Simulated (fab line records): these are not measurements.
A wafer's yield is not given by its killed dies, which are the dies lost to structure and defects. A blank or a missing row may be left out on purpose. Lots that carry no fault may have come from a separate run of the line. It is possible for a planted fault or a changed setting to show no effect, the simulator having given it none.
Which of the tools did it?    flow rit_cmos    route of 202 steps, sampled at 1 step: 14 lots, 42 wafers

## WHAT THE GAUGES SHOWED, per wafer
No reading from a measuring or inspecting step in the record can be judged against a usual standard deviation.

## TOOL THAT RAN EACH LOT (tool first, then ch and the chambers of the sampled wafers, then the start)
lot   RIT_SDANNEAL_RTA_03
L166  rtp_anneal-01 ch 0, day 3 02:48
L167  rtp_anneal-02 ch 0, day 3 07:49
L168  rtp_anneal-01 ch 0, day 3 14:26
L169  rtp_anneal-02 ch 0, day 3 18:06
L170  rtp_anneal-01 ch 0, day 3 22:57
L172  rtp_anneal-01 ch 0, day 4 07:28
L174  rtp_anneal-01 ch 0, day 4 18:14
L183  rtp_anneal-02, day 6 14:56
L184  rtp_anneal-01, day 6 19:25
L185  rtp_anneal-02 ch 0, day 6 23:45
L186  rtp_anneal-01 ch 0, day 7 05:10
L187  rtp_anneal-02 ch 0, day 7 10:56
L188  rtp_anneal-01 ch 0, day 7 15:03
L189  rtp_anneal-02 ch 0, day 7 22:51
- RIT_SDANNEAL_RTA_03: time 5 s.

## WHAT THE TOOLS THEMSELVES READ (means of the sampled wafers that have a number; where no wafer has one, the mark that the record gives instead)
RIT_SDANNEAL_RTA_03. Usual: anneal_temp_c_max 1055.5, standard deviation 1.9; chamber_o2_ppm 1.998, standard deviation 0.02; wafer_temp_C_max 1053.5, standard deviation 1.1.
lot   tool           anneal_temp_c_max  chamber_o2_ppm  wafer_temp_C_max  flag
L166  rtp_anneal-01  1058.3             1.996           1053.4            
L167  rtp_anneal-02  1054.2             2.002           1052.6            
L168  rtp_anneal-01  1057.2             1.993           1053.3            
L169  rtp_anneal-02  1053.4             1.990           1054.1            
L170  rtp_anneal-01  1057.8             2.006           1054.0            
L172  rtp_anneal-01  1058.1             2.015           1053.4            
L174  rtp_anneal-01  1057.1             2.010           1055.1            
L183  rtp_anneal-02  -                  -               -                 OFF
L184  rtp_anneal-01  -                  -               -                 OFF
L185  rtp_anneal-02  1054.2             1.982           1053.5            
L186  rtp_anneal-01  1057.9             2.017           1053.3            
L187  rtp_anneal-02  1053.7             2.001           1052.6            
L188  rtp_anneal-01  1056.9             2.001           1052.9            
L189  rtp_anneal-02  1054.3             2.018           1052.6            

## THE ANSWER, worked out from the rows above alone
Rule: lot off if the mean of its wafers having a number is beyond 3 standard deviations from the usual mean. Also off: a lot with no number at a reading for which 4 or more lots have one. All remaining lots with rows at the step are treated as sound. Order of review: gauges by route order, followed by the tools' own readings, for which a lot's mean as printed above is used. The first step at which some lot is off is used, and at that step the reading that is off furthest; a lot without a number counts as furthest.
Off at RIT_SDANNEAL_RTA_03 (anneal_temp_c_max): L183, L184. Without a number there: L183, L184.
A tool fits if, at that step or a process step before it, it ran every lot that is off, and no sound lot after the first of them. None of those tried fits.

## WHAT HAD BEEN PUT IN BY THE SIMULATOR
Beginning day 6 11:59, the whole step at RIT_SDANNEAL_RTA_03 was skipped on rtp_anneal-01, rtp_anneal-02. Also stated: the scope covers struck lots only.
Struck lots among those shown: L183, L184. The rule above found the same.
